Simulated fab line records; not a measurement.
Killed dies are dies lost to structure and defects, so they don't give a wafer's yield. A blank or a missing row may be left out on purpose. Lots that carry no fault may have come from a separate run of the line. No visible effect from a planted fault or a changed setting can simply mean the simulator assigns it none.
Problem report, 8D (eight disciplines) form, completed by code | flow rit-cmos | the parts of the form that need people (team, actions taken, sign-off) are left out

== 1. PROBLEM STATEMENT ==
Mean PLDD_TW at RIT_PLDD_TW_MEAS_10: 2618 over 9 wafers in 3 lots; fault-free wafers: 2353, standard deviation 21. That is +13 standard deviations from the usual mean.
Seen first at day 4 22:13 on film-metro-01, wafer L325.3. The record has a number at this step for 45 wafers belonging to 15 lots. The rule behind "out" and "out of limits": a value lying over 4 standard deviations away from the usual mean. The other wafers with a number count as sound.

== 2. WHAT IT IS AND WHAT IT IS NOT ==
question                    | is                           | is not
which readings at this step | PLDD_TW                      | -
which lots                  | L325, L326, L327             | L316, L317, L318, L319, L320, L321, L322, L324, L329, L333, L335, L337
which wafers of those lots  | all that have a number       | -
read on which gauges        | film-metro-01, film-metro-02 | film-metro-04
when                        | from day 4 22:13             | up to then (24 sound wafers); but 12 sound wafers of L329, L333, L335, L337 came after

== 3. THE SUSPECTS, EACH WITH WHAT RULES IT OUT ==
Counting: a tool at a process step up to the reading stays a suspect if it ran every lot that is out and no sound lot after the first of them.
- the gauge at RIT_PLDD_TW_MEAS_10: ruled out. The wafers that are out were read on 2 gauges (film-metro-01, film-metro-02).
- implanter-03 at RIT_PLDD_IMPLANT_08: kept. It processed each lot that is out, first L325 at day 4 21:55, and no sound lot thereafter; up to then, the last sound lot it processed was L324 at day 4 16:03. Its own dose-ions-cm2, faraday-current-uA readings are out on those wafers.
Remaining after the count: implanter-03 at RIT_PLDD_IMPLANT_08.

== 4. THE CAUSE (what the simulator had put in) ==
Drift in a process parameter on implanter-03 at RIT_PLDD_IMPLANT_08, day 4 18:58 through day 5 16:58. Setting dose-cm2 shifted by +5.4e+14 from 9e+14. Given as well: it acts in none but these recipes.
The count eliminated every tool but this one.

== 5. THE CHAIN OF EFFECTS, in route order ==
Each row: a reading where the mean over the struck wafers with a number is more than 3 standard deviations away from the usual. Only readings whose record carries a usual standard deviation are examined. hours: median over the lots of the time between each lot's start at the first step of this table that gives one and its start at this step. sigmas: the change, counted in usual standard deviations.
hours | step                    | reading                   | usual        | on struck wafers | change     | sigmas
0     | RIT_PLDD_IMPLANT_08     | dose-ions-cm2             | 8.999e+14    | 1.440e+15        | +5.403e+14 | +99 or more
0     | RIT_PLDD_IMPLANT_08     | end-station-pressure-torr | 7.3e-06 Torr | 8.9e-06          | +1.6e-06   | +4.3
0     | RIT_PLDD_IMPLANT_08     | faraday-current-uA        | 2825         | 4542             | +1717      | +33
0     | RIT_PLDD_TW_MEAS_10     | PLDD_TW                   | 2353         | 2618             | +265       | +13
7     | RIT_SDANNEAL_RS_MEAS_06 | PLDD_RS                   | 178.6 ohm/sq | 157.5            | -21.1      | -41
Here are the process steps it includes:
- RIT_PLDD_IMPLANT_08

== 6. HOW IT WOULD HAVE BEEN CAUGHT EARLIER ==
In this record the first reading out of limits at a measuring or inspecting step was taken at day 4 22:13, 3 hours after the fault began at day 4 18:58.
The tool's own readings at RIT_PLDD_IMPLANT_08 were out on every struck wafer that the step has a row for (dose-ions-cm2, faraday-current-uA): an alarm limit on them would have fired on the first of those.
Of the lots that are out (3), L326, L327 began RIT_PLDD_IMPLANT_08 on implanter-03 after day 4 22:13. A hold on the tool at that time would have spared those 2.
